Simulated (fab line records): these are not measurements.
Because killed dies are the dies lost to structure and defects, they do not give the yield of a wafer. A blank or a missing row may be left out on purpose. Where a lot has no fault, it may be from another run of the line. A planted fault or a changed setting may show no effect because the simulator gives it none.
Which tool is to blame? -- flow ritCmos -- 39 wafers from 13 lots sampled at 3 of the route's 202 steps

## WHAT THE GAUGES SHOWED, per wafer
RIT_ACTIVE_THK_MEAS_04.
lot,measured,on,ACTIVE_NITRIDE_THK (nm)
L178,day 1 13:34,filmMetro-01,150.1 150.8 149.4
L183,day 2 20:50,filmMetro-01,149.4 149.3 148.7
L184,day 2 20:50,filmMetro-04,150.0 148.8 150.5
L185,day 3 01:00,filmMetro-03,150.9 149.5 150.5
L186,day 3 06:27,filmMetro-01,148.5 149.1 148.7
L187,day 3 11:48,filmMetro-01,147.7 146.9 148.3
L188,day 3 16:40,filmMetro-03,151.5 151.6 151.4
L190,day 4 01:53,filmMetro-03,149.0 149.6 148.8
L193,day 4 18:09,filmMetro-03,151.4 150.6 150.3
L196,day 5 07:32,filmMetro-04,149.5 149.6 150.8
L197,day 5 12:33,filmMetro-01,151.0 150.3 150.8
L199,day 5 22:32,filmMetro-04,149.9 149.9 150.5
L200,day 6 03:32,filmMetro-01,154.7 153.2 153.0

RIT_M1_CD_MEAS_90: target cd 2600 nm.
lot,measured,on,cdNm (nm)
L178,day 3 18:08,cdSem-02,2599 2604 2599
L183,day 4 18:08,cdSem-01,2598 2596 2594
L184,day 4 18:31,cdSem-01,2599 2596 2601
L185,day 4 20:17,cdSem-01,2598 2595 2599
L186,day 5 07:18,cdSem-01,2600 2603 2603
L187,day 5 12:35,cdSem-01,2598 2599 2603
L188,day 5 12:52,cdSem-01,2599 2597 2599
L190,day 6 03:22,cdSem-02,2596 2600 2604
L193,day 6 17:17,cdSem-02,2603 2601 2554
L196,day 7 09:41,cdSem-01,2600 2599 2601
L197,day 7 14:38,cdSem-02,2602 2599 2599
L199,day 8 06:46,cdSem-01,2603 2600 2598
L200,day 8 15:57,cdSem-01,2604 2597 2594

## EACH LOT AND THE TOOL THAT RAN IT (in order: tool; ch and the chambers of the sampled wafers; start)
lot,RIT_M1_METAL_ETCH_12
L178,"rieMetal-02 ch 0,1, day 3 17:37"
L183,"rieMetal-02 ch 0,1, day 4 17:38"
L184,"rieMetal-04 ch 0,1, day 4 17:59"
L185,"rieMetal-02 ch 0,1, day 4 19:47"
L186,"rieMetal-01 ch 0,1, day 5 06:48"
L187,"rieMetal-04 ch 0,1, day 5 12:02"
L188,"rieMetal-02 ch 0,1, day 5 12:20"
L190,"rieMetal-04 ch 0,1, day 6 02:38"
L193,"rieMetal-02 ch 0,1, day 6 16:44"
L196,"rieMetal-01 ch 0,1, day 7 09:01"
L197,"rieMetal-04 ch 0,1, day 7 13:56"
L199,"rieMetal-01 ch 0,1, day 8 06:15"
L200,"rieMetal-04 ch 0,1, day 8 15:26"
- RIT_M1_METAL_ETCH_12: etches Al in Cl2/BCl3, stops on SiO2, time 165 s, target depth 600 nm.

## WHAT THE TOOLS THEMSELVES READ (means of the sampled wafers that have a number; where no wafer has one, the mark that the record gives instead)
RIT_M1_METAL_ETCH_12.
lot,tool,drypumpMotorCurrentA (A),oesProductAu (a.u.),rfFwdPowerW (W),throttleValvePct (%)
L178,rieMetal-02,5.7,0.781,248.9,8.24
L183,rieMetal-02,5.7,0.777,250.0,8.35
L184,rieMetal-04,4.8,0.795,249.3,8.21
L185,rieMetal-02,5.7,0.764,249.1,8.24
L186,rieMetal-01,5.9,0.788,248.9,8.29
L187,rieMetal-04,4.8,0.786,248.8,8.18
L188,rieMetal-02,5.7,0.778,248.3,8.36
L190,rieMetal-04,4.9,0.787,249.9,8.17
L193,rieMetal-02,5.7,0.779,307.7,8.24
L196,rieMetal-01,5.9,0.777,248.6,8.28
L197,rieMetal-04,4.8,0.764,249.7,8.19
L199,rieMetal-01,5.9,0.772,248.8,8.29
L200,rieMetal-04,4.9,0.773,248.7,8.19

## THE ANSWER, worked out from the rows above alone
Rule: the lots themselves supply what counts as usual. Put in order of their means at a reading, lots are off if they are a third of the lots or fewer, leave a main group of 4 or more, and stand apart from it by a gap of 3 or more times the standard deviation of the main group's means; of several such gaps the widest counts. The tables above print the reading to a certain number of digits; a main group whose means all agree to those digits is not used. Also off: a lot with no number at a reading for which 4 or more lots have one. The other lots that the step has rows for count as sound. After the gauges, taken in route order, come the tools' own readings; for these a lot's mean is taken, as printed above. The first step at which some lot is off is used, and at that step the reading that is off furthest; a lot without a number counts as furthest.
Off: L193 (RIT_M1_CD_MEAS_90, cdNm). The main group has a mean of 2599 nm with a standard deviation of 1.6.
A tool fits if, at a process step before that reading, it ran every lot that is off, and no sound lot after the first of them. The gauges at RIT_M1_CD_MEAS_90 aren't tried: what is off there is off at RIT_M1_METAL_ETCH_12 too, on other tools, and a gauge's error can't cause that. One fits: rieMetal-02 at RIT_M1_METAL_ETCH_12. A fault onset in the window from L188 (day 5 12:20, its last sound lot) to L193 (day 6 16:44, its first lot off) fits.
On the lots that are off, the tool's own readings at RIT_M1_METAL_ETCH_12 differ by more than 5 times the standard deviation of the sound lots' means, which bears it out; rfFwdPowerW reads 307.7 W there versus 249.1 W on the sound lots.

## WHAT THE SIMULATOR PUT IN
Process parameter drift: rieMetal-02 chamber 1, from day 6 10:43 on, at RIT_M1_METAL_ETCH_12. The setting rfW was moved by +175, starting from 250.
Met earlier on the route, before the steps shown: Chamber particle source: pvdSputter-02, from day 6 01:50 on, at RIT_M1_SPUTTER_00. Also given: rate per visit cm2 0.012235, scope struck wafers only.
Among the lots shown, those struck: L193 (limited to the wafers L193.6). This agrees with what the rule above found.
